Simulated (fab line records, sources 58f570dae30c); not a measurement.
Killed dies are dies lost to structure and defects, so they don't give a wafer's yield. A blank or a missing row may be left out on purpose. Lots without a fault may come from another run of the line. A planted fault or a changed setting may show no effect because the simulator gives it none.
Split-lot experiment | flow berkeley_cmos170 | 5 lots, 23 wafers read, on a route of 331 steps

THE SPLIT
At UCB170_WELLDRIVE_OXIDATION_01 (target thk 199 nm, ox time 9000 s), the setting temp_c was moved away from the recipe's 1100 C on 20 of the 23 wafers read, by -2.6% to +1.8%. The other wafers ran this setting at the recipe's value.

The file shows no step between the split and the reading.

THE READING
WELLDRIVE_OXIDE_THK, in nm, at UCB170_WELLDRIVE_THK_MEAS_02. Fault-free wafers of this fab line usually give 202.0 nm, standard deviation 2.9 nm.

wafer  | tool, chamber at the split | temp_c as run, C | against the recipe | WELLDRIVE_OXIDE_THK, nm | against lot-mates on the recipe
L074.1 | -, -                       | 1071             | -2.6%              | 165.6                   | no lot-mate on the recipe
L074.2 | -, -                       | 1071             | -2.6%              | 168.1                   | no lot-mate on the recipe
L074.3 | -, -                       | 1071             | -2.6%              | 166.6                   | no lot-mate on the recipe
L074.4 | -, -                       | 1071             | -2.6%              | 166.3                   | no lot-mate on the recipe
L074.5 | -, -                       | 1071             | -2.6%              | 168.5                   | no lot-mate on the recipe
L075.1 | -, -                       | 1109             | +0.8%              | 211.5                   | no lot-mate on the recipe
L075.2 | -, -                       | 1109             | +0.8%              | 210.3                   | no lot-mate on the recipe
L075.3 | -, -                       | 1109             | +0.8%              | 214.3                   | no lot-mate on the recipe
L075.5 | -, -                       | 1109             | +0.8%              | 211.9                   | no lot-mate on the recipe
L075.6 | -, -                       | 1109             | +0.8%              | 209.6                   | no lot-mate on the recipe
L080.1 | furnace-02, 0              | 1100             | recipe             | 204.1                   | -
L080.3 | furnace-02, 0              | 1100             | recipe             | 208.6                   | -
L080.4 | furnace-02, 0              | 1100             | recipe             | 204.2                   | -
L081.1 | -, -                       | 1120             | +1.8%              | 223.8                   | no lot-mate on the recipe
L081.2 | -, -                       | 1120             | +1.8%              | 225.0                   | no lot-mate on the recipe
L081.4 | -, -                       | 1120             | +1.8%              | 226.6                   | no lot-mate on the recipe
L081.5 | -, -                       | 1120             | +1.8%              | 224.9                   | no lot-mate on the recipe
L081.6 | -, -                       | 1120             | +1.8%              | 223.6                   | no lot-mate on the recipe
L085.1 | -, -                       | 1111             | +1.0%              | 216.5                   | no lot-mate on the recipe
L085.2 | -, -                       | 1111             | +1.0%              | 217.1                   | no lot-mate on the recipe
L085.3 | -, -                       | 1111             | +1.0%              | 215.5                   | no lot-mate on the recipe
L085.5 | -, -                       | 1111             | +1.0%              | 218.0                   | no lot-mate on the recipe
L085.6 | -, -                       | 1111             | +1.0%              | 219.5                   | no lot-mate on the recipe

THE FIT
A straight line over all 23 wafers: WELLDRIVE_OXIDE_THK changes by +13.1 nm for each +1% of temp_c; r = +0.99; the points scatter about the line by 2.4 nm.
Too few moved wafers have a lot-mate on the recipe to fit a line with each lot's own level taken away.

THE WHOLE CHAIN: every reading that the file lists as answering this split, in the file's order
step                          | what it does                      | reading                                                                                | change (the file's fit)              | r (the file's)
UCB170_WELLDRIVE_OXIDATION_01 | target thk 199 nm, ox time 9000 s | SiO2_of_WELLDRIVE_OXIDATION_01.thk_nm (the simulator's own value, which no gauge read) | +13.1 nm for each +1% of the setting | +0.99
UCB170_WELLDRIVE_THK_MEAS_02  |                                   | WELLDRIVE_OXIDE_THK                                                                    | +13.1 for each +1% of the setting    | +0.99

THE FILE'S OWN FIT
WELLDRIVE_OXIDE_THK changes by +13.1 nm for each +1% of temp_c, r = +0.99.
